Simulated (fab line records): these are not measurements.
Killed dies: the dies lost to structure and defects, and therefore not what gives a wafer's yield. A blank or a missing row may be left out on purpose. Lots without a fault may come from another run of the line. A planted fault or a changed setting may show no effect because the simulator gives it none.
fab line records | flow rit-cmos
[record] lots = 13 wafers = 39 last-day = 7
route steps=202 shown PWELL@42
lots with no fault: from the same line, run without faults
start-h: hours from the record's first day to the start of the lot's first wafer shown | wait-h: hours since the lot's step before | " same as the row above | L1.1+2: one row covering several wafers at once | - either no value or no given start | * or withheld: withheld | < > ~ a bound
route shown NAME@n: names a module that has steps shown in the file, with the first one's number in the route | usual: mean/standard deviation taken from wafers without a fault | same: alike in all rows | chamber/n: place in a boat | sites: readings site by site | _std_site: the standard deviation of these | _edge_site: outer sites' mean less inner sites' | radius-mm: how far each site lies from the wafer's centre | mask NAME#n: copy n | behind: the most recent tool/chamber to have shaped the wafer | hold: what put the lot on hold/how long, in hours/how the hold closed | device: transistor that didn't switch, given as n, p or np | end of line: tests run on the same wafers once the route is complete | a step given without rows: its recipe and nothing more | killed: not the wafer's yield, but the dies lost to structure and defects at the first sort | map: per-die view of a wafer (x killed, . not killed, _ where there is no die)
set.NAME: the setting that was run; set.NAME@STEP: the one run at that earlier step | model.NAME: the simulator's own value behind a step, which no gauge read
steps of the route over a sample of lots; a table a step, a row a wafer
services: the hour from which a tool's chamber was out of use, counted from the record's first day as start-h (under 0 if before that day), plus the number of hours and why
[[steps]]
[step RIT_PWELL_EXPOSE_03]
[recipe] mask-id = M3 na = 0.57 target-cd-nm = 43700 dose-mj = 250
// columns lot.wafer tool chamber start-h wait-h mask
L382.3+4+5 iline-stepper-01 0 21.94 0.2 M3#0
L383.3+4+6 iline-stepper-01 0 26.43 0.1 M3#0
L384.1+2+6 iline-stepper-01 0 31.53 0.1 M3#0
L385.1+3+5 iline-stepper-01 0 36.84 0.1 M3#0
L386.2+4+5 iline-stepper-02 0 43.21 0.2 M3#0
L387.1+2+6 iline-stepper-01 0 46.83 0.2 M3#0
L391.4+5+6 iline-stepper-02 0 67.71 0.2 M3#0
L392.2+3+5 iline-stepper-02 0 71.39 0.1 M3#0
L393.3+5+6 iline-stepper-02 0 76.34 0.1 M3#0
L397.1+3+6 iline-stepper-01 0 96.83 0.2 M3#0
L401.4+5+6 iline-stepper-01 0 116.96 0.2 M3#0
L402.2+3+4 iline-stepper-01 0 121.52 0.1 M3#0
L405.2+4+5 iline-stepper-01 0 136.90 0.2 M3#0
[step RIT_PWELL_OVL_MEAS_06]
[usual] PWELL_OVL = 0.5/1.5
// columns lot.wafer tool chamber start-h wait-h PWELL_OVL[nm]
L382.3 overlay-02 - 22.35 - 1.2
L382.4 " - " " 1.7
L382.5 " - " " 1.8
L383.3 overlay-01 - 26.90 - 1.7
L383.4 " - " " 4.0
L383.6 " - " " 3.1
L384.1 overlay-02 - 32.09 - -0.2
L384.2 " - " " -1.4
L384.6 " - " " 1.1
L385.1 overlay-01 - 37.27 - 1.8
L385.3 " - " " 2.7
L385.5 " - " " 2.7
L386.2 overlay-01 - 43.62 - 1.6
L386.4 " - " " 0.5
L386.5 " - " " -0.1
L387.1 overlay-01 - 47.26 - 3.3
L387.2 " - " " 2.5
L387.6 " - " " 1.2
L391.4 overlay-02 - 68.10 - 238.1
L391.5 " - " " 237.4
L391.6 " - " " 238.6
L392.2 overlay-01 - 71.81 - 240.0
L392.3 " - " " 240.5
L392.5 " - " " 239.8
L393.3 overlay-01 - 76.75 - 241.8
L393.5 " - " " 240.4
L393.6 " - " " 239.9
L397.1 overlay-02 - 97.26 - 2.4
L397.3 " - " " 0.6
L397.6 " - " " -1.5
L401.4 overlay-01 - 117.42 - -1.5
L401.5 " - " " -0.3
L401.6 " - " " 1.0
L402.2 overlay-01 - 121.93 - 0.7
L402.3 " - " " 0.2
L402.4 " - " " 0.3
L405.2 overlay-02 - 137.32 - 2.8
L405.4 " - " " 0.4
L405.5 " - " " -0.9
[[services]]
// columns tool chamber start-h hours kind
iline-stepper-01 - 16.77 1.8 repair
iline-stepper-02 - 23.72 1.7 pm
iline-stepper-01 - 75.45 5.2 repair
iline-stepper-02 0 76.45 - calibration
[[key]]
[first-sign] step = RIT_PWELL_OVL_MEAS_06 reading = PWELL_OVL direction = up sigmas = 99+ usual = 0.5 struck = 239.6
effect none on later readings
met-at RIT_PWELL_EXPOSE_03
struck-lots L391,L392,L393
rows-end L393.3,L393.5,L393.6
tester-left-out L391,L392
onset-between 43.21 67.71
[fault] kind = scanner-matching-overlay tool = iline-stepper-02 chamber = - onset-h = 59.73 steps = RIT_PWELL_EXPOSE_03 offset = 240
// tester-left-out: of these lots the tester's yield and bins aren't shown, on N5 and GAA mostly nor the transistor test; their killed dies are dies lost to structure and defects alone, not to doping, threshold or leakage, so they don't give the yield
// rows-end: these wafers met a further fault down the route, and their rows from its step on are left out
